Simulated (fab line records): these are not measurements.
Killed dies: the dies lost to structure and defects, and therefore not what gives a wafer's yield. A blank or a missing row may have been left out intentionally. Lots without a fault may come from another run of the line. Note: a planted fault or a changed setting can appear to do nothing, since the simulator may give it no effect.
Which tool is to blame? -- flow rit_cmos -- 42 wafers from 14 lots sampled at 6 of the route's 202 steps

== WHAT THE GAUGES SHOWED, per wafer ==
RIT_ACTIVE_CD_MEAS_11: the cd target is 1400 nm.
lot,measured,on,cd_nm (nm)
L155,day 1 16:50,cd_sem-01,1402.0 1401.3 1402.3
L157,day 2 01:31,cd_sem-01,1402.2 1400.0 1400.2
L158,day 2 06:29,cd_sem-02,1399.4 1397.4 1398.6
L160,day 2 15:26,cd_sem-02,1398.4 1399.8 1400.1
L161,day 2 22:22,cd_sem-01,1402.9 1402.8 1402.0
L162,day 3 02:16,cd_sem-02,1398.8 1396.3 1400.2
L163,day 3 09:08,cd_sem-02,1403.0 1403.0 1402.6
L166,day 4 01:10,cd_sem-02,1402.6 1403.9 1400.7
L169,day 4 15:31,cd_sem-02,1402.8 1405.0 1403.8
L170,day 4 20:44,cd_sem-02,1401.9 1399.9 1403.0
L171,day 5 00:35,cd_sem-02,1399.1 1400.0 1399.3
L172,day 5 05:53,cd_sem-02,1401.5 1400.8 1401.9
L174,day 5 14:20,cd_sem-01,1401.6 1402.0 1402.3
L176,day 6 05:03,cd_sem-02,1402.6 1400.9 1399.2

RIT_FOX2_THK_MEAS_01.
lot,measured,on,FOX2_OXIDE_THK (nm)
L155,day 1 22:07,film_metro-03,347 350 340
L157,day 2 06:34,film_metro-03,343 337 337
L158,day 2 10:42,film_metro-02,340 343 343
L160,day 2 20:49,film_metro-02,346 343 345
L161,day 3 04:13,film_metro-02,337 332 337
L162,day 3 11:57,film_metro-03,333 330 335
L163,day 3 20:43,film_metro-02,333 331 336
L166,day 4 11:02,film_metro-03,332 335 337
L169,day 4 23:02,film_metro-01,344 349 343
L170,day 5 07:28,film_metro-02,337 337 345
L171,day 5 13:50,film_metro-01,331 335 327
L172,day 5 13:51,film_metro-03,331 328 334
L174,day 6 01:49,film_metro-03,329 333 331
L176,day 6 14:37,film_metro-03,339 332 341

RIT_SPACER_THK_MEAS_04.
lot,measured,on,SPACER_NITRIDE_THK (nm)
L155,day 3 03:32,film_metro-01,253.4 254.8 251.8
L157,day 3 17:01,film_metro-03,252.5 253.3 253.1
L158,day 3 21:01,film_metro-04,252.8 253.1 254.2
L160,day 4 12:44,film_metro-03,249.1 251.7 249.6
L161,day 4 22:18,film_metro-03,252.6 254.3 252.6
L162,day 5 07:40,film_metro-03,255.8 251.4 249.5
L163,day 5 11:19,film_metro-03,250.5 249.0 249.1
L166,day 6 09:34,film_metro-03,255.7 254.8 257.4
L169,day 6 14:37,film_metro-04,255.8 253.2 252.1
L170,day 6 23:37,film_metro-04,258.0 259.1 256.6
L171,day 7 03:05,film_metro-04,507.9 508.8 505.8
L172,day 7 01:01,film_metro-03,253.4 253.7 254.7
L174,day 7 15:34,film_metro-01,503.8 504.6 502.0
L176,day 7 22:25,film_metro-03,251.7 249.8 248.4

RIT_SILICIDE_RS_MEAS_02: the measuring method here is four-point-probe.
lot,measured,on,SILICIDE_TI_RS (ohm/sq)
L155,day 3 07:49,film_metro-03,48.5 48.1 48.3
L157,day 3 21:11,film_metro-02,47.9 47.5 47.3
L158,day 4 01:16,film_metro-02,47.1 47.5 46.7
L160,day 4 16:59,film_metro-03,47.3 46.8 46.8
L161,day 5 02:52,film_metro-03,47.7 47.8 48.3
L162,day 5 11:56,film_metro-03,47.4 47.3 47.6
L163,day 5 15:34,film_metro-03,48.3 47.5 47.6
L166,day 6 14:25,film_metro-03,48.3 48.1 48.3
L169,day 6 20:52,film_metro-01,47.5 47.6 47.7
L170,day 7 03:55,film_metro-01,47.3 47.7 47.5
L172,day 7 05:19,film_metro-01,48.1 48.4 48.2
L176,day 8 02:41,film_metro-03,47.9 48.4 48.3

== WHAT TOOL EACH LOT RAN ON (gives the tool, then ch and the chambers of the sampled wafers, and finally the start) ==
lot,RIT_SPACER_CVD_03,RIT_SPACER_ETCHBACK_05
L155,"lpcvd-01 ch 0, day 3 01:37","rie_diel-03 ch 2,3, day 3 03:35"
L157,"lpcvd-02 ch 0, day 3 14:08","rie_diel-01 ch 2,3, day 3 17:04"
L158,"lpcvd-02 ch 1, day 3 18:08","rie_diel-04 ch 1,2,3, day 3 21:04"
L160,"lpcvd-01 ch 1, day 4 10:49","rie_diel-04 ch 0,1,2, day 4 12:47"
L161,"lpcvd-02 ch 0, day 4 20:23","rie_diel-04 ch 1,2, day 4 22:21"
L162,"lpcvd-02 ch 0, day 5 05:44","rie_diel-04 ch 0,2,3, day 5 07:42"
L163,"lpcvd-01 ch 0, day 5 09:24","rie_diel-03 ch 0,1,2, day 5 11:23"
L166,"lpcvd-01 ch 1, day 6 07:39","rie_diel-03 ch 0,1,2, day 6 09:38"
L169,"lpcvd-01 ch 1, day 6 12:41","rie_diel-03 ch 0,2,3, day 6 14:39"
L170,"lpcvd-02 ch 0, day 6 21:41","rie_diel-03 ch 0,1,3, day 6 23:40"
L171,"lpcvd-01 ch 1, day 6 23:05 and lpcvd-02 ch 1, day 7 01:10","rie_diel-01 ch 0,3, day 7 03:09"
L172,"lpcvd-01 ch 1, day 6 23:05","rie_diel-04 ch 1,3, day 7 01:04"
L174,"lpcvd-02 ch 0, day 7 10:51 and lpcvd-01 ch 0, day 7 13:38","rie_diel-03 ch 1,2, day 7 15:37"
L176,"lpcvd-01 ch 1, day 7 20:30","rie_diel-03 ch 1,2,3, day 7 22:28"
- RIT_SPACER_CVD_03: deposits Si3N4 from SiH2Cl2/NH3, target thk 250 nm, time 3300 s.
- RIT_SPACER_ETCHBACK_05: etches Si3N4 in SF6/CHF3, stops on SiO2, target depth 250 nm, time 240 s.

== AS READ BY THE TOOLS THEMSELVES (means over the sampled wafers that have a number; for cases with no such wafer, the mark the record gives instead) ==
RIT_SPACER_CVD_03.
lot,tool,pressure_mtorr (mTorr),sih2cl2_flow_sccm (sccm)
L155,lpcvd-01,311.1,60.09
L157,lpcvd-02,311.6,60.33
L158,lpcvd-02,311.9,59.72
L160,lpcvd-01,311.0,59.90
L161,lpcvd-02,311.4,60.01
L162,lpcvd-02,311.5,60.19
L163,lpcvd-01,310.7,59.93
L166,lpcvd-01,311.9,60.00
L169,lpcvd-01,312.6,60.08
L170,lpcvd-02,312.2,59.99
L171,lpcvd-01/lpcvd-02,311.4,60.10
L172,lpcvd-01,311.8,60.10
L174,lpcvd-02/lpcvd-01,312.0,59.95
L176,lpcvd-01,312.7,59.96

RIT_SPACER_ETCHBACK_05.
lot,tool,chamber_pressure_mTorr (mTorr),drypump_motor_current_A (A),oes_product_au (a.u.),throttle_valve_pct (%)
L155,rie_diel-03,39.98,6.2,0.843,10.32
L157,rie_diel-01,40.00,6.1,0.858,10.37
L158,rie_diel-04,39.98,5.9,0.858,10.26
L160,rie_diel-04,40.01,5.5,0.857,10.20
L161,rie_diel-04,40.03,5.9,0.857,10.23
L162,rie_diel-04,39.99,5.8,0.848,10.21
L163,rie_diel-03,39.99,5.9,0.842,10.38
L166,rie_diel-03,40.06,5.9,0.853,10.38
L169,rie_diel-03,39.98,6.1,0.850,10.35
L170,rie_diel-03,40.01,5.9,0.865,10.40
L171,rie_diel-01,40.01,6.0,1.033,10.36
L172,rie_diel-04,39.97,5.8,0.849,10.30
L174,rie_diel-03,40.03,6.0,0.994,10.41
L176,rie_diel-03,39.97,6.0,0.846,10.36

== THE ANSWER, worked out from the rows above alone ==
Rule: what is usual is taken from the lots themselves. Put in order of their means at a reading, lots are off if they are a third of the lots or fewer, leave a main group of 4 or more, and stand apart from it by a gap of 3 or more times the standard deviation of the main group's means; of several such gaps the widest counts. Not used: any main group whose means are identical at the precision the tables above print for the reading. Also off: a lot with no number at a reading for which 4 or more lots have one. Where the step has rows for the other lots, those lots are counted as sound. After the gauges, taken in route order, come the tools' own readings; for these a lot's mean is taken, as printed above. The first step at which some lot is off is used, and at that step the reading that is off furthest; a lot without a number counts as furthest.
Off: at RIT_SPACER_THK_MEAS_04 (SPACER_NITRIDE_THK), L171, L174. Main group: mean 253.0 nm, sd 2.3.
If a tool, at a process step before that reading, ran all the lots that are off and no sound lot after the first of them, it fits. The gauges at RIT_SPACER_THK_MEAS_04 aren't tried: what is off there is off at RIT_SPACER_ETCHBACK_05 too, on other tools, and a gauge's error can't cause that. One fits: lpcvd-02 at RIT_SPACER_CVD_03. A fault onset in the window from L170 (day 6 21:41, its last sound lot) to L171 (day 7 01:10, its first lot off) fits.

== WHAT THE SIMULATOR HAD PUT IN ==
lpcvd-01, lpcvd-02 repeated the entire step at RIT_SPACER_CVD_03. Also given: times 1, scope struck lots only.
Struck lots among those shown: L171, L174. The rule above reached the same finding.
